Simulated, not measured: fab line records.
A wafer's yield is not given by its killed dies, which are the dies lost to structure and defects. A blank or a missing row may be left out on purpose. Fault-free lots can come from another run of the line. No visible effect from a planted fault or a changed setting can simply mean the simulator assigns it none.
Comparing a struck lot with a sound one / flow berkeley_cmos170 / 16 steps out of a route of 331
Sound: wafers L880.2, L880.4, L880.6. Struck: wafer L884.1. The cause is given at the end.
Each step with rows lists, per side, the tool, then ch with its chambers, then its first start. Under that, the readings that differ: sound wafers / struck wafers / difference of the means / sigmas: that difference in standard deviations of wafers without a fault.
alike: a reading whose means differ by less than 2 such deviations, as well as words and numbers matching on both sides. not compared: withheld readings; readings where some wafer has no value; bounds like >300 that might hide an equal value; numbers whose values overlap and for which the record gives no deviation.
A row with sigmas, a row that says differs or no value, or rows on one side alone: a step with any of these is where the two part. Non-overlapping numbers with no deviation appear without sigmas and do not part them. A reading missing from all wafers of one side parts the sides only when that side holds two or more wafers.

first, 6 steps without rows for these wafers: UCB170_M2_COAT_09; UCB170_M2_COAT_10 (resist thk 900 nm); UCB170_M2_SOFTBAKE_11 (time 60 s); UCB170_M2_EXPOSE_12 (exposes mask METAL2, target cd 700 nm); UCB170_M2_PEB_13; UCB170_M2_DEVELOP_14 (develop time 42.97 s).
UCB170_M2_CD_MEAS_15 targets a cd of 700 nm.
  sound on cd_sem-01 at day 7 18:46; struck on cd_sem-02 at day 9 06:27
  alike: cd_nm
UCB170_M2_OVL_MEAS_16:
  sound on overlay-02 at day 7 18:52; struck on overlay-01 at day 9 06:34
  alike: M2_OVL
UCB170_M2_ETCH_17: etches BARC in N2/H2.
  sound on rie_diel-04 ch 0,1, day 7 18:54; struck on rie_diel-03 ch 1, day 9 06:36
reading=drypump_motor_current_A (A); sound=5.6 4.9 4.9; struck=6.2; difference=+1.1; sigmas=+3
reading=oes_product_au (a.u.); sound=0.974 0.953 0.969; struck=1.052; difference=+0.087; sigmas=+3
  alike: chamber_pressure_mTorr, throttle_valve_pct
UCB170_M2_METAL_ETCH_18: etches Al in Cl2/BCl3, stops on SiO2, target depth 1170 nm, time 195 s.
  sound on rie_metal-01 ch 1, day 7 19:00; struck on rie_metal-01 ch 0, day 9 06:38
reading=rf_hours_counter_h (h); sound=- - -; struck=0.8; difference=no value on the sound wafers; sigmas=
reading=throttle_valve_pct (%); sound=24.31 24.32 24.31; struck=24.85; difference=+0.54; sigmas=+2
  alike: chamber_pressure_mTorr, drypump_motor_current_A, he_backside_leak_sccm, oes_product_au
UCB170_M2_STRIP_19: strips in O2.
  sound on plasma_asher-04 ch 0,1, day 7 19:19; struck on plasma_asher-01 ch 1, day 9 06:50
  alike: chamber_pressure_mTorr, drypump_motor_current_A, oes_product_au
  not compared: rf_hours_counter_h
UCB170_M2_CD_MEAS_90 targets a cd of 700 nm.
  sound on cd_sem-01 at day 7 19:26; struck on cd_sem-01 at day 9 06:56
  alike: cd_nm
UCB170_V2_CVD_00: deposits SiO2 from TEOS/O2, target thk 2000 nm, time 250 s.
  sound on pecvd-01 ch 1,2, day 7 19:32; struck on pecvd-03 ch 1, day 9 07:03
reading=model.SiO2_of_V2_CVD_00.thk_nm (nm); sound=1986 1989 2014; struck=1674; difference=-322; sigmas=
  alike: heater_power_w
UCB170_V2_THK_MEAS_01:
  sound on film_metro-01 at day 7 19:42; struck on film_metro-04 at day 9 07:13
reading=V2_TEOS_THK (nm); sound=1987 1989 2014; struck=1674; difference=-323; sigmas=-13
UCB170_V2_CMP_02: polishes SiO2.
  sound on cmp-02 ch 0,1, day 7 19:45; struck on cmp-01 ch 3, day 9 07:22
reading=retaining_ring_pressure_frac; sound=0.995 0.998 0.989; struck=1.005; difference=+0.011; sigmas=+2
  alike: motor_current_A, platen_rpm
UCB170_M3_PROBE_99:
  rows exist in the record for the struck wafers here (prober-01, day 9 12:11), but not for the sound ones

== WHERE THEY PART ==
Last at UCB170_M3_PROBE_99 as far as this record goes, first at UCB170_M2_ETCH_17.

WHY: the cause the simulator had injected
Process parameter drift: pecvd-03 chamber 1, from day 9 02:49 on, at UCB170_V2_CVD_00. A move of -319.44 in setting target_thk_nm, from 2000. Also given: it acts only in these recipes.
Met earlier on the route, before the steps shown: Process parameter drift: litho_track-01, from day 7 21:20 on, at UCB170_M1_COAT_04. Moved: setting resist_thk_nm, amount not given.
